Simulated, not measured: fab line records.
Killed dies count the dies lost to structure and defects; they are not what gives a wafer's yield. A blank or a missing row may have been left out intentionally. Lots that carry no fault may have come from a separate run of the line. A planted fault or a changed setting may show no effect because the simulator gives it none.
Check for tools in common	flow berkeley-cmos170	Sample size 13 lots and 39 wafers

== WHY IT WAS OPENED ==
Of 13 lots, 2 have the reading PLDD_RS flagged at UCB170_SDANNEAL_RS_MEAS_04. Fault-free wafers read 1032 ohm/sq, with a standard deviation of 3.2.
Rule: a lot is flagged when every wafer of it that has a number lies more than 4 standard deviations from that mean, or none has a number. As for the other lots, they are considered sound.

lot	measured	on	PLDD_RS (ohm/sq), wafer by wafer	flag
L318	day 7 05:13	film-metro-04	1029 1029 1029	
L314	day 7 05:14	film-metro-01	1034 1034 1033	
L315	day 7 05:24	film-metro-03	1035 1032 1036	
L317	day 7 05:43	film-metro-01	1035 1037 1037	
L316	day 7 06:07	film-metro-04	1034 1036 1032	
L319	day 7 17:34	film-metro-01	1031 1032 1032	
L321	day 8 23:03	film-metro-03	1032 1032 1032	
L328	day 9 14:13	film-metro-01	1035 1033 1033	
L329	day 9 20:08	film-metro-01	1124 1121 1121	FLAGGED
L326	day 10 01:23	film-metro-04	1115 1118 1116	FLAGGED
L333	day 10 13:46	film-metro-01	1035 1034 1034	
L334	day 10 14:31	film-metro-03	1031 1028 1031	
L337	day 12 01:34	film-metro-03	1033 1033 1032	
Average over the flagged lots: 1119 ohm/sq; offset from the usual +87 ohm/sq, equal to +27 standard deviations.

== WHICH TOOL EACH LOT WENT THROUGH ==
The record keeps 1 process step preceding the reading, out of 331 steps on the route. Cell contents, in order: the tool; ch with the chambers the sampled wafers went through; the start.
lot	flag	UCB170_PLDD_IMPLANT_08
L318		implanter-01 ch 0, day 6 18:02
L314		implanter-02 ch 0, day 6 18:20
L315		implanter-04 ch 0, day 6 17:47
L317		implanter-02 ch 0, day 6 18:40
L316		implanter-04 ch 0, day 6 18:31
L319		implanter-01 ch 0, day 7 07:01
L321		implanter-04 ch 0, day 8 05:01
L328		implanter-01 ch 0, day 9 01:52
L329	FLAGGED	implanter-04 ch 0, day 9 07:36
L326	FLAGGED	implanter-04 ch 0, day 8 22:35
L333		implanter-01 ch 0, day 10 00:18
L334		implanter-01 ch 0, day 10 00:40
L337		implanter-01 ch 0, day 11 11:28
What these steps do:
- UCB170_PLDD_IMPLANT_08
- UCB170_SDANNEAL_RS_MEAS_04: measures by four-point-probe.

== FLAGGED OVER TOTAL, TOOL BY TOOL (the gauges that took the reading come last) ==
step	tool	lots run	flagged	share of the flagged lots	sound lots run after its first flagged lot
UCB170_PLDD_IMPLANT_08	implanter-01	6	0	none	-
UCB170_PLDD_IMPLANT_08	implanter-02	2	0	none	-
UCB170_PLDD_IMPLANT_08	implanter-04	5	2	all	0
UCB170_SDANNEAL_RS_MEAS_04	film-metro-01	6	1	some	1 (L333)
UCB170_SDANNEAL_RS_MEAS_04	film-metro-03	4	0	none	-
UCB170_SDANNEAL_RS_MEAS_04	film-metro-04	3	1	some	0

== THE TABLE: WHAT IT ALLOWS ==
1 row of the table ran every flagged lot: implanter-04 at UCB170_PLDD_IMPLANT_08.
- implanter-04 at UCB170_PLDD_IMPLANT_08: 2 of its 5 lots flagged. Last sound lot L321 at day 8 05:01, first flagged lot L326 at day 8 22:35; a fault beginning in between fits. Its own readings lie more than 4 standard deviations out on every wafer of the flagged lots: beam-on-s, faraday-current-uA.
implanter-04 at UCB170_PLDD_IMPLANT_08 is the single tool remaining.

== WHAT WAS PUT IN BY THE SIMULATOR ==
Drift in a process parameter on implanter-04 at UCB170_PLDD_IMPLANT_08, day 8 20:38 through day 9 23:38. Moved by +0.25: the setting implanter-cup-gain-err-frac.
Lots struck among those shown: L329, L326. Same finding as the rule above.
